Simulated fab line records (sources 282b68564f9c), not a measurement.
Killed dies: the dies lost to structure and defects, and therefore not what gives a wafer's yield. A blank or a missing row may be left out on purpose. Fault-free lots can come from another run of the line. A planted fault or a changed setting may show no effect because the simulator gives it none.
What tool caused it? ; flow ritCmos ; 45 wafers from 15 lots sampled at 5 of the route's 202 steps

WHAT EACH GAUGE READ, for each wafer
RIT_NSD_TW_MEAS_10. Usual: NSD_TW typically reads 3120, with standard deviation 31.
lot;measured;on;NSD_TW;flag
L968;day 2 23:40;filmMetro-04;3101 3088 3103;
L969;day 3 03:50;filmMetro-02;3090 3083 3088;
L970;day 3 09:52;filmMetro-02;3098 3100 3097;
L971;day 3 15:22;filmMetro-02;3106 3109 3102;
L975;day 4 13:50;filmMetro-04;3094 3084 3095;
L976;day 4 16:55;filmMetro-04;3103 3102 3096;
L977;day 4 21:13;filmMetro-01;3148 3176 3160;
L980;day 5 10:23;filmMetro-01;3164 3144 3155;
L981;day 5 18:38;filmMetro-04;3090 3074 3082;
L982;day 5 21:11;filmMetro-02;3098 3093 3114;
L983;day 6 02:46;filmMetro-04;3119 3138 3106;
L986;day 6 21:47;filmMetro-02;3118 3130 3136;
L987;day 7 02:25;filmMetro-01;3166 3173 3187;
L989;day 7 14:37;filmMetro-04;3108 3100 3091;
L990;day 7 16:32;filmMetro-02;3119 3133 3128;

RIT_SILICIDE_RS_MEAS_02: a four-point-probe measurement. Usual: SILICIDE_TI_RS typically reads 48.0 ohm/sq, with standard deviation 0.81.
lot;measured;on;SILICIDE_TI_RS (ohm/sq);flag
L968;day 3 02:22;filmMetro-02;49.0 49.1 49.1;
L969;day 3 06:40;filmMetro-02;47.8 47.3 47.7;
L970;day 3 12:33;filmMetro-03;46.5 47.3 46.8;
L971;day 3 17:55;filmMetro-02;46.1 46.6 46.6;
L975;day 4 16:27;filmMetro-02;47.0 46.9 46.8;
L976;day 4 19:38;filmMetro-04;47.8 47.5 47.6;
L977;day 4 23:48;filmMetro-02;46.8 47.2 46.9;
L980;day 5 12:58;filmMetro-02;- - -;OFF
L981;day 5 21:19;filmMetro-02;- - -;OFF
L982;day 5 23:44;filmMetro-03;- - -;OFF
L983;day 6 05:31;filmMetro-02;48.3 48.5 48.7;
L986;day 7 00:23;filmMetro-03;48.0 48.1 49.0;
L987;day 7 04:59;filmMetro-04;48.1 48.4 47.3;
L989;day 7 17:29;filmMetro-04;49.5 48.7 48.8;
L990;day 7 19:07;filmMetro-02;48.8 48.6 47.9;

RIT_SILICIDE_THK_MEAS_03: measures by xrf. Usual: SILICIDE_TI_THK typically reads 29.6 nm, with standard deviation 0.45.
lot;measured;on;SILICIDE_TI_THK (nm);flag
L968;day 3 02:29;filmMetro-02;29.1 29.1 29.1;
L969;day 3 06:46;filmMetro-02;29.8 30.1 29.7;
L970;day 3 12:40;filmMetro-03;30.4 30.1 30.3;
L971;day 3 18:02;filmMetro-02;30.6 30.4 30.3;
L975;day 4 16:34;filmMetro-02;30.2 30.1 30.2;
L976;day 4 19:46;filmMetro-04;29.7 29.7 29.6;
L977;day 4 23:55;filmMetro-02;30.3 30.0 30.1;
L980;day 5 13:05;filmMetro-02;<0.0 <0.0 <0.0;OFF
L981;day 5 21:26;filmMetro-02;<0.0 <0.0 <0.0;OFF
L982;day 5 23:51;filmMetro-03;<0.0 <0.0 <0.0;OFF
L983;day 6 05:37;filmMetro-02;29.7 29.6 29.4;
L986;day 7 00:31;filmMetro-03;29.7 29.6 29.4;
L987;day 7 05:07;filmMetro-04;29.4 29.3 29.7;
L989;day 7 17:37;filmMetro-04;28.8 29.1 29.2;
L990;day 7 19:14;filmMetro-02;29.3 29.3 29.9;

WHAT TOOL EACH LOT RAN ON (gives the tool, then ch and the chambers of the sampled wafers, and finally the start)
lot;RIT_NSD_STRIP_09;RIT_SILICIDE_SPUTTER_01
L968;plasmaAsher-04 ch 0,1, day 2 23:29;pvdSputter-03, day 3 02:12
L969;plasmaAsher-04 ch 0,1, day 3 03:42;pvdSputter-01, day 3 06:29
L970;plasmaAsher-03 ch 0,1, day 3 09:41;pvdSputter-02, day 3 12:23
L971;plasmaAsher-04 ch 0,1, day 3 15:11;pvdSputter-02, day 3 17:46
L975;plasmaAsher-02 ch 0,1, day 4 13:39;pvdSputter-02, day 4 16:18
L976;plasmaAsher-03 ch 0,1, day 4 16:44;pvdSputter-03, day 4 19:29
L977;plasmaAsher-04 ch 0,1, day 4 21:02;pvdSputter-02, day 4 23:38
L980;plasmaAsher-03 ch 0,1, day 5 10:13;pvdSputter-01, day 5 12:49
L981;plasmaAsher-04 ch 0,1, day 5 18:28;pvdSputter-03, day 5 21:10
L982;plasmaAsher-04 ch 0, day 5 20:59;pvdSputter-01, day 5 23:34
L983;plasmaAsher-03 ch 0,1, day 6 02:34;pvdSputter-03, day 6 05:20
L986;plasmaAsher-02 ch 0,1, day 6 21:36;pvdSputter-01, day 7 00:14
L987;plasmaAsher-02 ch 0,1, day 7 02:15;pvdSputter-03, day 7 04:50
L989;plasmaAsher-03 ch 0,1, day 7 14:27;pvdSputter-03, day 7 17:20
L990;plasmaAsher-04 ch 0,1, day 7 16:20;pvdSputter-01, day 7 18:57
- RIT_NSD_STRIP_09: strips in O2, time 180 s.
- RIT_SILICIDE_SPUTTER_01: material Ti, target thk 30 nm, time 240 s.

AS READ BY THE TOOLS THEMSELVES (means over the sampled wafers that have a number; for cases with no such wafer, the mark the record gives instead)
RIT_NSD_STRIP_09. Usual: drypumpMotorCurrentA reads 5.57 A (standard deviation 0.29).
lot;tool;drypumpMotorCurrentA (A);flag
L968;plasmaAsher-04;5.46;
L969;plasmaAsher-04;5.59;
L970;plasmaAsher-03;5.54;
L971;plasmaAsher-04;5.57;
L975;plasmaAsher-02;5.82;
L976;plasmaAsher-03;5.55;
L977;plasmaAsher-04;5.46;
L980;plasmaAsher-03;5.24;
L981;plasmaAsher-04;5.46;
L982;plasmaAsher-04;5.70;
L983;plasmaAsher-03;5.25;
L986;plasmaAsher-02;5.84;
L987;plasmaAsher-02;5.82;
L989;plasmaAsher-03;5.51;
L990;plasmaAsher-04;5.45;

RIT_SILICIDE_SPUTTER_01. Usual: cathodeDcPowerW 350.00 W, standard deviation 0.059; chamberPressurePa 0.6669 Pa, standard deviation 0.0014; substrateTempC 24.99 C, standard deviation 0.1; throttleValvePct 30.0 %, standard deviation 1.
lot;tool;cathodeDcPowerW (W);chamberPressurePa (Pa);substrateTempC (C);throttleValvePct (%);flag
L968;pvdSputter-03;350.02;0.6681;25.04;30.2;
L969;pvdSputter-01;350.00;0.6668;25.08;30.4;
L970;pvdSputter-02;349.98;0.6676;25.04;30.7;
L971;pvdSputter-02;350.03;0.6674;25.04;30.3;
L975;pvdSputter-02;349.97;0.6682;24.97;29.8;
L976;pvdSputter-03;350.02;0.6669;25.02;29.7;
L977;pvdSputter-02;349.99;0.6653;25.11;30.1;
L980;pvdSputter-01;-;-;-;-;OFF
L981;pvdSputter-03;-;-;-;-;OFF
L982;pvdSputter-01;-;-;-;-;OFF
L983;pvdSputter-03;350.02;0.6675;24.91;29.2;
L986;pvdSputter-01;349.93;0.6676;25.00;30.7;
L987;pvdSputter-03;350.00;0.6668;24.93;29.7;
L989;pvdSputter-03;350.02;0.6667;24.84;29.4;
L990;pvdSputter-01;349.96;0.6660;24.96;30.1;

THE ANSWER, worked out from the rows above alone
Rule: take the mean of a lot's wafers that have a number; if it is more than 3 standard deviations from the usual mean, the lot is off. A lot without any number at a reading at which 4 lots or more have one is off too. All remaining lots with rows at the step are treated as sound. After the gauges, taken in route order, come the tools' own readings; for these a lot's mean is taken, as printed above. The first step at which some lot is off is used, and at that step the reading that is off furthest; a lot without a number counts as furthest.
Off: L980, L981, L982, seen at RIT_SILICIDE_RS_MEAS_02 (SILICIDE_TI_RS). Without a number there: L980, L981, L982.
If a tool, at a process step before that reading, ran all the lots that are off and no sound lot after the first of them, it fits. The gauges at RIT_SILICIDE_RS_MEAS_02 aren't tried: what is off there is off at RIT_SILICIDE_SPUTTER_01 too, on other tools, and a gauge's error can't cause that. Of those tried, none fits.

WHAT THE SIMULATOR HAD INSERTED
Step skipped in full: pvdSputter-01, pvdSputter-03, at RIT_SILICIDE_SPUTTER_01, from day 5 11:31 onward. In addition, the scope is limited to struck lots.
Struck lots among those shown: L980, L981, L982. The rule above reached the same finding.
